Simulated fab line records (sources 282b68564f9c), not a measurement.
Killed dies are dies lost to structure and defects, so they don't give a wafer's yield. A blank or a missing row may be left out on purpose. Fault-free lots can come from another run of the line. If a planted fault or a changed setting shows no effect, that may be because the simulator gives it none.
fab line records	flow rit-cmos
[record] lots = 6	wafers = 18	last-day = 6
route steps=202 shown CONTACT@172 M1@184
lots that met no fault: taken from a fault-free run of the same line
start-h: the number of hours between the record's first day and the start of the first shown wafer of the lot	wait-h: hours since the lot's step before	" same as the row above	L1.1+2: several wafers, shown together as one row	- no value present, or no start provided	* or withheld: withheld	< > ~ a bound
route shown NAME@n: a module of which the file shows steps, and the number in the route of the first	usual: the fault-free wafers' mean and standard deviation	same: alike in all rows	chamber/n: place in a boat	sites: the reading at each site	_std_site: how widely they spread, as a standard deviation	_edge_site: inner sites' mean taken away from outer sites' mean	radius-mm: how far each site lies from the wafer's centre	mask NAME#n: copy n	behind: the tool/chamber that last shaped the wafer	hold: reason for holding the lot/hours on hold/outcome of the hold	device: transistor that didn't switch, given as n, p or np	end of line: at the end of the route, the tests of the same wafers	where a step has no rows: the recipe by itself	killed: at the first sort, the dies lost to defects and structure; wafer yield is something else	map: dies across one wafer; x = killed, . = not, _ = none there
set.NAME: the setting the step ran with; set.NAME@STEP: the setting that earlier step ran with	model.NAME: the simulator's own value behind a step, which no gauge read
lots seen at some steps along the route; tables by step, rows by wafer
services: when a tool's chamber went out of use (start-h, in hours from the record's first day, below 0 if earlier), for how many hours, and the reason
[[steps]]
[step RIT_CONTACT_SOFTBAKE_04]
[recipe] resist = NOVOLAK	temp-c = 90	time-s = 60
[step RIT_CONTACT_EXPOSE_05]
[recipe] mask-id = M11	na = 0.6	source-shape = conventional	sigma-outer = 0.5	target-cd-nm = 1000	dose-mj = 250
[step RIT_CONTACT_PEB_06]
[recipe] resist = NOVOLAK	temp-c = withheld	time-s = withheld
[step RIT_CONTACT_DEVELOP_07]
[recipe] resist = NOVOLAK	develop-time-s = 120	dev-temp-c = 23
[step RIT_CONTACT_CD_MEAS_08]
[recipe] target-cd-nm = 1000
[usual] cd-nm = 1000.1/2.3
lot.wafer	tool	chamber	start-h	wait-h	cd-nm
L320.2	cd-sem-02	-	57.38	-	997.2
L320.4	"	-	"	"	999.9
L320.6	"	-	"	"	997.3
L322.2	cd-sem-01	-	67.39	-	1005.6
L322.3	"	-	"	"	1005.7
L322.6	"	-	"	"	1003.7
L328.1	cd-sem-02	-	99.92	-	1000.7
L328.2	"	-	"	"	999.2
L328.5	"	-	"	"	996.6
L330.2	cd-sem-02	-	107.63	-	1000.4
L330.4	"	-	"	"	1001.0
L330.6	"	-	"	"	998.3
L335.2	cd-sem-02	-	134.71	-	998.6
L335.4	"	-	"	"	998.2
L335.6	"	-	"	"	997.8
L337.1	cd-sem-02	-	143.08	-	1003.3
L337.2	"	-	"	"	1004.7
L337.6	"	-	"	"	1004.2
[step RIT_CONTACT_OVL_MEAS_09]
[usual] CONTACT_OVL = 0.1/1.2
lot.wafer	tool	chamber	start-h	wait-h	CONTACT_OVL[nm]
L320.2	overlay-01	-	57.49	0.1	-1.0
L320.4	"	-	"	"	0.3
L320.6	"	-	"	"	-1.5
L322.2	overlay-01	-	67.49	0.1	1.2
L322.3	"	-	"	"	0.9
L322.6	"	-	"	"	0.5
L328.1	overlay-01	-	100.04	0.1	3.6
L328.2	"	-	"	"	1.3
L328.5	"	-	"	"	3.4
L330.2	overlay-02	-	107.73	0.1	0.2
L330.4	"	-	"	"	-0.9
L330.6	"	-	"	"	-0.8
L335.2	overlay-01	-	134.82	0.1	1.9
L335.4	"	-	"	"	1.9
L335.6	"	-	"	"	-0.5
L337.1	overlay-02	-	143.20	0.1	1.5
L337.2	"	-	"	"	0.8
L337.6	"	-	"	"	-1.4
[step RIT_CONTACT_HARDBAKE_10]
[recipe] resist = NOVOLAK	temp-c = 140	time-s = 60
[step RIT_CONTACT_ETCH_11]
[recipe] target-depth-a = 4800	over-etch-frac = 0.2	stop-on = TiSi2	chemistry = CHF3/CF4/Ar	target = SiO2	CHF3_flow_sccm = 50	cf4-flow-sccm = 10	Ar_flow_sccm = 100	O2_flow_sccm = 5	pressure-mtorr = 100	rf-w = 200	time-s = 320
[usual] cf4-flow-sccm = 10.00/0.031	drypump-motor-current-A = 5.8/0.38	oes-product-au = 0.990/0.015	throttle-valve-pct = 8.87/0.14
lot.wafer	tool	chamber	start-h	wait-h	cf4-flow-sccm	drypump-motor-current-A	oes-product-au	rf-hours-counter-h	throttle-valve-pct
L320.2	rie-diel-04	3	57.76	0.1	9.98	6.1	0.977	114	8.97
L320.4	"	3	"	"	10.06	6.1	0.978	-	8.98
L320.6	"	0	"	"	9.94	6.0	0.962	-	8.69
L322.2	rie-diel-03	2	67.67	0.1	10.06	5.7	0.989	31	8.90
L322.3	"	1	"	"	9.97	5.4	0.984	1	9.10
L322.6	"	2	"	"	10.05	5.7	0.998	-	8.91
L328.1	rie-diel-03	3	100.23	0.1	9.96	6.1	1.006	63	8.81
L328.2	"	1	"	"	9.99	5.4	0.995	2	9.08
L328.5	"	0	"	"	9.97	5.9	1.006	-	8.87
L330.2	rie-diel-01	0	107.91	0.1	10.03	6.6	0.975	72	8.92
L330.4	"	0	"	"	10.02	6.6	0.977	-	8.92
L330.6	"	3	"	"	10.01	5.2	0.975	-	8.73
L335.2	rie-diel-01	3	135.00	0.1	10.00	5.2	0.984	3	8.73
L335.4	"	1	"	"	10.00	5.2	0.990	6	8.80
L335.6	"	2	"	"	10.02	5.7	0.988	-	8.61
L337.1	rie-diel-04	2	143.38	0.1	9.97	6.2	0.967	0	9.04
L337.2	"	0	"	"	10.00	5.9	0.957	123	8.71
L337.6	"	1	"	"	9.99	5.7	1.009	-	8.76
[step RIT_CONTACT_STRIP_12]
[recipe] chemistry = O2	time-s = 180	resist = NOVOLAK	platen-temp-c = withheld	power-w = 500	pressure-mtorr = 4000	o2-flow-sccm = 4000
[usual] drypump-motor-current-A = 5.5/0.51
lot.wafer	tool	chamber	start-h	wait-h	drypump-motor-current-A	rf-hours-counter-h
L320.2	plasma-asher-04	1	57.95	0.1	5.2	41
L320.4	"	1	"	"	5.2	-
L320.6	"	0	"	"	4.8	-
L322.2	plasma-asher-03	1	67.87	0.1	5.7	28
L322.3	"	0	"	"	5.9	-
L322.6	"	0	"	"	6.0	-
L328.1	plasma-asher-04	1	100.42	0.1	5.2	47
L328.2	"	0	"	"	4.8	47
L328.5	"	0	"	"	4.8	-
L330.2	plasma-asher-04	1	108.11	0.1	5.2	47
L330.4	"	0	"	"	4.8	-
L330.6	"	1	"	"	5.2	-
L335.2	plasma-asher-02	0	135.19	0.1	6.5	51
L335.4	"	0	"	"	6.5	-
L335.6	"	1	"	"	5.7	-
L337.1	plasma-asher-04	0	143.59	0.1	4.8	3
L337.2	"	1	"	"	5.2	3
L337.6	"	1	"	"	5.2	-
[step RIT_CONTACT_CD_MEAS_90]
[recipe] target-cd-nm = 1000
[usual] cd-nm = 1000.1/2.3
lot.wafer	tool	chamber	start-h	wait-h	cd-nm
L320.2	cd-sem-02	-	58.15	0.1	996.5
L320.4	"	-	"	"	999.8
L320.6	"	-	"	"	997.4
L322.2	cd-sem-01	-	68.06	0.1	1005.6
L322.3	"	-	"	"	1005.7
L322.6	"	-	"	"	1003.8
L328.1	cd-sem-02	-	100.60	0.1	1000.4
L328.2	"	-	"	"	999.7
L328.5	"	-	"	"	996.8
L330.2	cd-sem-02	-	108.30	0.1	1000.7
L330.4	"	-	"	"	1001.0
L330.6	"	-	"	"	999.2
L335.2	cd-sem-02	-	135.39	0.1	999.1
L335.4	"	-	"	"	998.5
L335.6	"	-	"	"	997.7
L337.1	cd-sem-02	-	143.76	0.1	1002.8
L337.2	"	-	"	"	1005.0
L337.6	"	-	"	"	1004.0
[step RIT_CONTACT_CLEAN_13]
[recipe] chemistry = SC1	mix = 3:3:50	time-s = 600	temp-c = 75
[step RIT_CONTACT_CLEAN_14]
[recipe] chemistry = SC2	mix = 3:3:50	time-s = 600	temp-c = 75	dry = n2-spin
[step RIT_M1_SPUTTER_00]
[recipe] material = Al	target-thk-nm = 400	power-w = 2000	chamber-pressure-pa = 0.4	gas = Ar	time-s = 500	substrate-temp-c = 25
[usual] throttle-valve-pct = 29.9/0.88
lot.wafer	tool	chamber	start-h	wait-h	throttle-valve-pct	model.Al_of_M1_SPUTTER_00.thk-nm
L320.2	pvd-sputter-02	-	58.60	0.0	29.3	394.8
L320.4	"	-	"	"	29.5	396.2
L320.6	"	-	"	"	29.2	397.4
L322.2	pvd-sputter-02	-	68.51	0.0	29.4	400.2
L322.3	"	-	"	"	29.3	395.6
L322.6	"	-	"	"	30.3	400.5
L328.1	pvd-sputter-02	-	101.08	0.0	29.5	437.2
L328.2	"	-	"	"	29.5	400.9
L328.5	"	-	"	"	30.2	400.8
L330.2	pvd-sputter-02	-	108.77	0.0	30.3	397.6
L330.4	"	-	"	"	29.6	441.2
L330.6	"	-	"	"	30.3	398
L335.2	pvd-sputter-04	-	135.84	0.0	31.2	398.2
L335.4	"	-	"	"	29.4	395.5
L335.6	"	-	"	"	28.8	396.8
L337.1	pvd-sputter-03	-	144.23	0.0	30.1	401.7
L337.2	"	-	"	"	31.4	399.6
L337.6	"	-	"	"	30.1	403.3
[step RIT_M1_RS_MEAS_01]
[recipe] thk-meas-gauge = four-point-probe	reads = Al_of_M1_SPUTTER_00
[usual] M1_AL_RS = 0.0736/0.00088
lot.wafer	tool	chamber	start-h	wait-h	M1_AL_RS[ohm/sq]
L320.2	film-metro-04	-	58.91	0.2	0.0744
L320.4	"	-	"	"	0.0742
L320.6	"	-	"	"	0.0740
L322.2	film-metro-02	-	68.83	0.2	0.0732
L322.3	"	-	"	"	0.0743
L322.6	"	-	"	"	0.0732
L328.1	film-metro-02	-	101.38	0.1	0.0670
L328.2	"	-	"	"	0.0732
L328.5	"	-	"	"	0.0732
L330.2	film-metro-04	-	109.08	0.2	0.0738
L330.4	"	-	"	"	0.0664
L330.6	"	-	"	"	0.0737
L335.2	film-metro-03	-	136.15	0.2	0.0737
L335.4	"	-	"	"	0.0743
L335.6	"	-	"	"	0.0740
L337.1	film-metro-04	-	144.53	0.1	0.0728
L337.2	"	-	"	"	0.0735
L337.6	"	-	"	"	0.0727
[step RIT_M1_THK_MEAS_02]
[recipe] thk-meas-gauge = xrf	reads = Al_of_M1_SPUTTER_00
[usual] M1_AL_THK = 401/4.9
lot.wafer	tool	chamber	start-h	wait-h	M1_AL_THK[nm]
L320.2	film-metro-04	-	59.02	0.1	399
L320.4	"	-	"	"	402
L320.6	"	-	"	"	404
L322.2	film-metro-02	-	68.94	0.1	403
L322.3	"	-	"	"	397
L322.6	"	-	"	"	404
L328.1	film-metro-02	-	101.50	0.1	436
L328.2	"	-	"	"	402
L328.5	"	-	"	"	401
L330.2	film-metro-04	-	109.19	0.1	402
L330.4	"	-	"	"	442
L330.6	"	-	"	"	403
L335.2	film-metro-03	-	136.26	0.1	399
L335.4	"	-	"	"	397
L335.6	"	-	"	"	398
L337.1	film-metro-04	-	144.65	0.1	404
L337.2	"	-	"	"	403
L337.6	"	-	"	"	406
[step RIT_M1_HMDS_03]
[recipe] prime-time-s = 60	prime-temp-c = 140
[step RIT_M1_COAT_04]
[recipe] resist = NOVOLAK	spin-rpm = 2000	resist-thk-nm = 1300
[step RIT_M1_SOFTBAKE_05]
[recipe] resist = NOVOLAK	temp-c = 90	time-s = 60
[step RIT_M1_EXPOSE_06]
[recipe] mask-id = M12	na = 0.6	source-shape = conventional	sigma-outer = 0.5	target-cd-nm = 2600	dose-mj = 250
[step RIT_M1_PEB_07]
[recipe] resist = NOVOLAK	temp-c = withheld	time-s = withheld
[step RIT_M1_DEVELOP_08]
[recipe] resist = NOVOLAK	develop-time-s = 68	dev-temp-c = 23
[step RIT_M1_CD_MEAS_09]
[recipe] target-cd-nm = 2600
[usual] cd-nm = 2599.9/2.3
lot.wafer	tool	chamber	start-h	wait-h	cd-nm
L320.2	cd-sem-01	-	59.97	-	2602.7
L320.4	"	-	"	"	2602.4
L320.6	"	-	"	"	2603.8
L322.2	cd-sem-01	-	70.01	-	2597.5
L322.3	"	-	"	"	2599.5
L322.6	"	-	"	"	2599.9
L328.1	cd-sem-01	-	102.44	-	2601.3
L328.2	"	-	"	"	2598.7
L328.5	"	-	"	"	2598.8
L330.2	cd-sem-02	-	110.39	-	2595.7
L330.4	"	-	"	"	2596.9
L330.6	"	-	"	"	2597.0
L335.2	cd-sem-01	-	137.34	-	2595.8
L335.4	"	-	"	"	2599.6
L335.6	"	-	"	"	2598.2
L337.1	cd-sem-02	-	145.71	-	2600.5
L337.2	"	-	"	"	2600.8
L337.6	"	-	"	"	2602.0
[step RIT_M1_OVL_MEAS_10]
[usual] M1_OVL = 1.3/1.3
lot.wafer	tool	chamber	start-h	wait-h	M1_OVL[nm]
L320.2	overlay-01	-	60.08	0.1	0.2
L320.4	"	-	"	"	1.3
L320.6	"	-	"	"	0.8
L322.2	overlay-01	-	70.12	0.1	1.4
L322.3	"	-	"	"	3.3
L322.6	"	-	"	"	3.1
L328.1	overlay-01	-	102.56	0.1	1.7
L328.2	"	-	"	"	1.2
L328.5	"	-	"	"	2.8
L330.2	overlay-02	-	110.50	0.1	0.0
L330.4	"	-	"	"	-1.6
L330.6	"	-	"	"	-0.3
L335.2	overlay-01	-	137.44	0.1	1.5
L335.4	"	-	"	"	3.1
L335.6	"	-	"	"	1.8
L337.1	overlay-02	-	145.83	0.1	2.3
L337.2	"	-	"	"	0.7
L337.6	"	-	"	"	1.5
[step RIT_M1_HARDBAKE_11]
[recipe] resist = NOVOLAK	temp-c = 140	time-s = 120
[step RIT_M1_METAL_ETCH_12]
[recipe] stop-on = SiO2	chemistry = Cl2/BCl3	target = Al	time-s = 165	over-etch-frac = 0.5	pressure-mtorr = 100	target-depth-a = 6000	rf-w = 250	Cl2_flow_sccm = 60	bcl3-flow-sccm = 50
[usual] drypump-motor-current-A = 5.9/0.51	oes-product-au = 0.772/0.0097	throttle-valve-pct = 8.33/0.067
lot.wafer	tool	chamber	start-h	wait-h	drypump-motor-current-A	oes-product-au	rf-hours-counter-h	throttle-valve-pct
L320.2	rie-metal-01	0	60.36	0.2	5.4	0.770	1	8.43
L320.4	"	0	"	"	5.4	0.772	-	8.44
L320.6	"	1	"	"	5.3	0.770	-	8.33
L322.2	rie-metal-02	0	70.40	0.2	6.7	0.760	4	8.33
L322.3	"	1	"	"	6.0	0.777	-	8.32
L322.6	"	1	"	"	6.1	0.785	-	8.31
L328.1	rie-metal-02	1	102.85	0.2	6.0	0.822	4	8.32
L328.2	"	0	"	"	6.6	0.772	4	8.35
L328.5	"	1	"	"	6.0	0.785	-	8.31
L330.2	rie-metal-04	1	110.88	0.2	6.6	0.780	34	8.19
L330.4	"	1	"	"	6.6	0.817	-	8.19
L330.6	"	1	"	"	6.6	0.776	-	8.20
L335.2	rie-metal-01	1	137.72	0.2	5.3	0.764	1	8.32
L335.4	"	1	"	"	5.4	0.760	-	8.31
L335.6	"	1	"	"	5.3	0.760	-	8.33
L337.1	rie-metal-01	0	146.12	0.2	5.5	0.779	2	8.43
L337.2	"	1	"	"	5.3	0.771	2	8.33
L337.6	"	0	"	"	5.5	0.770	-	8.43
[step RIT_M1_STRIP_13]
[recipe] chemistry = nmp	resist = NOVOLAK	temp-c = 80	time-s = 600	dry = n2-spin
[step RIT_M1_PROBE_99]
[usual] defect-limited-yield = 97.4/1.1	killed-at-contacts = 0.1/0.24	killed-at-front-end = 6.8/2.8	killed-dies = 6.9/2.8	killed-open = 3.3/1.9	killed-short = 3.5/1.8	sort_bin_3_pad_short = 0.1/0.22	sort_bin_5_function = 1.4/0.76	sort_bin_6_memory = 1.0/0.67	sort-n-pass = 257.1/2.8	sort-yield-pct = 97.4/1.1
[same] gross-dies = 264	killed_at_M0_to_M3 = 0	killed_at_M4_up = 0	killed-at-back-side = 0	killed-at-other = 0
lot.wafer	tool	chamber	start-h	wait-h	defect-limited-yield[%]	killed-at-contacts	killed-at-front-end	killed-dies	killed-open	killed-short	sort_bin_3_pad_short[%]	sort_bin_5_function[%]	sort_bin_6_memory[%]	sort-n-pass	sort-yield-pct[%]	model.etest.m1.rs-ohm-sq
L320.2	prober-02	-	63.09	0.1	97.7	0	6	6	3	3	0	1.9	0.4	258.0	97.7	0.07356
L320.4	prober-02	-	63.19	0.2	98.1	0	5	5	3	2	0	1.1	0.8	259.0	98.1	0.07348
L320.6	prober-02	-	63.29	0.2	98.5	0	4	4	2	2	0	1.1	0.4	260.0	98.5	0.07294
L322.2	prober-02	-	72.70	0.1	97.0	0	8	8	5	3	0.4	1.1	1.5	256.0	97.0	0.07181
L322.3	prober-02	-	72.75	0.2	98.1	0	5	5	2	3	0	1.9	0	259.0	98.1	0.07377
L322.6	prober-02	-	72.90	0.2	97.3	0	7	7	4	3	0	1.5	1.1	257.0	97.3	0.07237
L328.1	prober-02	-	105.10	0.1	96.6	0	9	9	3	6	0	2.3	1.1	255.0	96.6	0.06627
L328.2	prober-02	-	105.15	0.1	96.6	0	9	9	2	7	0.4	2.7	0.4	255.0	96.6	0.07236
L328.5	prober-02	-	105.30	0.2	97.7	0	6	6	4	2	0	1.1	1.1	258.0	97.7	0.07264
L330.2	prober-02	-	113.54	0.1	98.1	0	5	5	2	3	0	0.8	1.1	259.0	98.1	0.07233
L330.4	prober-02	-	113.64	0.2	98.1	0	5	5	2	3	0.4	0.8	0.8	259.0	98.1	0.06566
L330.6	prober-02	-	113.74	0.2	98.1	0	5	5	3	2	0	1.1	0.8	259.0	98.1	0.07325
L335.2	prober-02	-	140.10	0.1	97.3	0	7	7	5	2	0	1.5	1.1	257.0	97.3	0.07297
L335.4	prober-02	-	140.20	0.2	96.6	0	9	9	4	5	0.4	3.0	0	255.0	96.6	0.07331
L335.6	prober-02	-	140.30	0.2	97.3	1	6	7	1	6	0.4	1.1	1.1	257.0	97.3	0.07272
L337.1	prober-02	-	148.39	0.1	97.0	0	8	8	4	4	0	1.9	1.1	256.0	97.0	0.07249
L337.2	prober-02	-	148.44	0.1	98.1	0	5	5	1	4	0	0.8	1.1	259.0	98.1	0.07281
L337.6	prober-02	-	148.64	0.2	97.3	1	6	7	3	2	0.4	2.3	0	257.0	97.3	0.07207
// killed by level:class
L320.2 GATE:geometric-particle:open=2 GATE:geometric-particle:short=1 REOX:geometric-particle:short=1 REOX:geometric-particle:open=1 SPACER:geometric-particle:short=1
L320.4 GATE:geometric-particle:open=3 REOX:geometric-particle:short=1 SPACER:geometric-particle:short=1
L320.6 FOX1:geometric-particle:open=1 GATE:geometric-particle:short=1 GATE:geometric-particle:open=1 REOX:geometric-particle:short=1
L322.2 GATE:geometric-particle:open=4 GATE:geometric-particle:short=2 FOX1:geometric-particle:short=1 SILICIDE:geometric-particle:open=1
L322.3 GATE:geometric-particle:short=3 FOX1:geometric-particle:open=1 GATE:geometric-particle:open=1
L322.6 GATE:geometric-particle:open=4 GATE:geometric-particle:short=1 REOX:geometric-particle:short=1 SILICIDE:geometric-particle:short=1
L328.1 GATE:geometric-particle:open=3 SPACER:geometric-particle:short=3 GATE:geometric-particle:short=2 REOX:geometric-particle:short=1
L328.2 GATE:geometric-particle:short=3 SPACER:geometric-particle:short=2 SPACER:geometric-particle:open=2 FOX2:geometric-particle:short=1 REOX:geometric-particle:short=1
L328.5 GATE:geometric-particle:open=2 SPACER:geometric-particle:open=2 FOX1:geometric-particle:short=1 GATE:geometric-particle:short=1
L330.2 GATE:geometric-particle:short=2 GATE:geometric-particle:open=1 REOX:geometric-particle:open=1 SILICIDE:geometric-particle:short=1
L330.4 GATE:geometric-particle:short=3 GATE:geometric-particle:open=2
L330.6 GATE:geometric-particle:open=2 GATE:geometric-particle:short=2 SILICIDE:geometric-particle:open=1
L335.2 GATE:geometric-particle:open=3 GATE:geometric-particle:short=2 FOX1:geometric-particle:open=1 SPACER:geometric-particle:open=1
L335.4 GATE:geometric-particle:short=4 FOX1:geometric-particle:open=2 GATE:geometric-particle:open=2 SPACER:geometric-particle:short=1
L335.6 SPACER:geometric-particle:short=2 FOX1:geometric-particle:short=1 GATE:geometric-particle:short=1 GATE:geometric-particle:open=1 SILICIDE:geometric-particle:short=1 CONTACT:geometric-particle:short=1
L337.1 FOX1:geometric-particle:short=2 FOX2:geometric-particle:open=2 GATE:geometric-particle:open=2 GATE:geometric-particle:short=2
L337.2 GATE:geometric-particle:short=2 GATE:geometric-particle:open=1 REOX:geometric-particle:short=1 SILICIDE:geometric-particle:short=1
L337.6 PSD:coat-microbubble-printed=2 FOX2:geometric-particle:open=1 REOX:geometric-particle:open=1 SPACER:geometric-particle:short=1 SILICIDE:geometric-particle:open=1 CONTACT:geometric-particle:short=1
[[services]]
tool	chamber	start-h	hours	kind
rie-diel-03	-	44.73	13.3	repair
rie-diel-04	2	57.23	6.5	repair
plasma-asher-03	-	74.96	24.9	pm
rie-diel-03	-	77.54	0.8	repair
rie-diel-04	2	87.32	-	clean
rie-diel-04	2	87.32	18.1	scheduled-down
rie-diel-04	2	87.32	18.1	vent-cycle
rie-diel-03	-	87.80	2.8	pm
rie-diel-04	3	101.87	3.9	repair
pvd-sputter-03	-	105.45	2.0	repair
rie-diel-01	2	105.66	-	clean
rie-diel-01	2	105.66	15.9	scheduled-down
pvd-sputter-04	-	107.19	1.9	repair
plasma-asher-04	-	108.75	9.0	pm
plasma-asher-04	0	108.75	9.0	vent-cycle
plasma-asher-04	1	108.75	9.0	vent-cycle
pvd-sputter-02	-	114.65	40.5	repair
rie-diel-04	-	117.20	15.6	pm
plasma-asher-04	0	117.75	-	clean
plasma-asher-04	1	117.75	-	clean
rie-metal-02	0	125.14	17.8	repair
rie-metal-04	-	136.12	20.0	pm
rie-diel-03	-	139.52	15.6	pm
plasma-asher-03	-	142.42	14.6	pm
[[key]]
[first-sign] step = RIT_M1_RS_MEAS_01	reading = M1_AL_RS	direction = down	sigmas = 7.9	usual = 0.0736	struck = 0.0667
[effect] step = RIT_M1_THK_MEAS_02	reading = M1_AL_THK	direction = up	sigmas = 7.6	usual = 401	struck = 439
[effect] step = RIT_M1_METAL_ETCH_12	reading = oes-product-au	direction = up	sigmas = 4.9	usual = 0.772	struck = 0.819
[model-effect] step = RIT_M1_SPUTTER_00	value = Al_of_M1_SPUTTER_00.thk-nm	without = 392.8	struck = 439.2
[model-effect] step = RIT_M1_PROBE_99	value = etest.m1.rs-ohm-sq	without = 0.07377	struck = 0.06596
met-at RIT_M1_SPUTTER_00
struck-wafers L328.1,L330.4
[fault] kind = process-parameter-drift	tool = pvd-sputter-02	chamber = -	onset-h = 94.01	steps = RIT_M1_SPUTTER_00	channel = time-s	offset = *	shape = step	end-h = 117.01	stated = *	scope = struck-wafers-only
